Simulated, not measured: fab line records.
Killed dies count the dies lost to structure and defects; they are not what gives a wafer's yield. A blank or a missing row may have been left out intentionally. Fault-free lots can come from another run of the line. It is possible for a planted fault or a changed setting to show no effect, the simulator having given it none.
2 desks, one fault + flow berkeley-cmos170 + every desk sees just its own numbers, and what lay behind them comes last

== THE METROLOGY DESK ==
Lot by lot, what the gauges showed, no matter which tool ran the lot: averages of those sampled wafers that carry a number. A lot is out of limits, marked OUT, if its mean lies more than 4 standard deviations from the usual mean; the brackets give that distance.
Columns: A = NWELL_OXIDE_THK at UCB170_NWELL_THK_MEAS_02, usual 26.0 nm; B = NWELL_NITRIDE_THK at UCB170_NWELL_THK_MEAS_05, usual 224.1 nm; C = NWELL_OVL at UCB170_NWELL_OVL_MEAS_12, usual 1 nm; D = NWELL_TW at UCB170_NWELL_TW_MEAS_16, usual 1256
| lot  | first seen here | A    | B     | C  | D    |
|------|-----------------|------|-------|----|------|
| L773 | day 2 22:04     | 25.9 | 223.3 | -2 | 1256 |
| L777 | day 3 14:32     | 25.6 | 224.6 | 10 | 1259 |
| L783 | day 5 01:13     | 26.1 | 226.1 | 4  | 1252 |
| L784 | day 5 01:14     | 26.2 | 222.5 | 5  | 1248 |
| L785 | day 5 05:49     | 25.6 | 222.9 | -8 | 1254 |
| L789 | day 6 03:03     | 26.0 | 222.1 | -1 | 1249 |
This desk's finding: nothing out of limits on any of the 6 lots.

== DESK OF THE TOOL OWNER: rie-diel-01 ==
The tool's own readings at UCB170_NWELL_ETCH_13 (etches Si3N4 in CH3F/Ar/O2, stops on SiO2, target depth 246.4 nm, time 154 s): means of the sampled wafers that have a number, for each lot that ran on this tool. A lot is out of limits, marked OUT, if its mean lies more than 4 standard deviations from the usual mean; the brackets give that distance.
Columns: A = chamber-pressure-mTorr at UCB170_NWELL_ETCH_13, usual 50.00 mTorr; B = drypump-motor-current-A at UCB170_NWELL_ETCH_13, usual 5.6 A; C = oes-product-au at UCB170_NWELL_ETCH_13, usual 0.942 a.u.; D = throttle-valve-pct at UCB170_NWELL_ETCH_13, usual 8.03 %
| lot  | first seen here | A     | B   | C     | D    |
|------|-----------------|-------|-----|-------|------|
| L773 | day 3 06:38     | 49.98 | 5.9 | 0.945 | 7.98 |
| L777 | day 3 21:27     | 50.05 | 6.1 | 0.929 | 8.02 |
| L783 | day 5 09:11     | 50.04 | 6.2 | 0.939 | 8.02 |
| L789 | day 6 08:39     | 50.04 | 6.1 | 0.928 | 8.01 |
This desk's finding: nothing out of limits on any of the 4 lots.

== ALL TOGETHER ==
Metrology desk: nothing out of limits seen.
The desk of the tool owner found nothing out of limits.

== WHAT HAD BEEN PUT IN BY THE SIMULATOR ==
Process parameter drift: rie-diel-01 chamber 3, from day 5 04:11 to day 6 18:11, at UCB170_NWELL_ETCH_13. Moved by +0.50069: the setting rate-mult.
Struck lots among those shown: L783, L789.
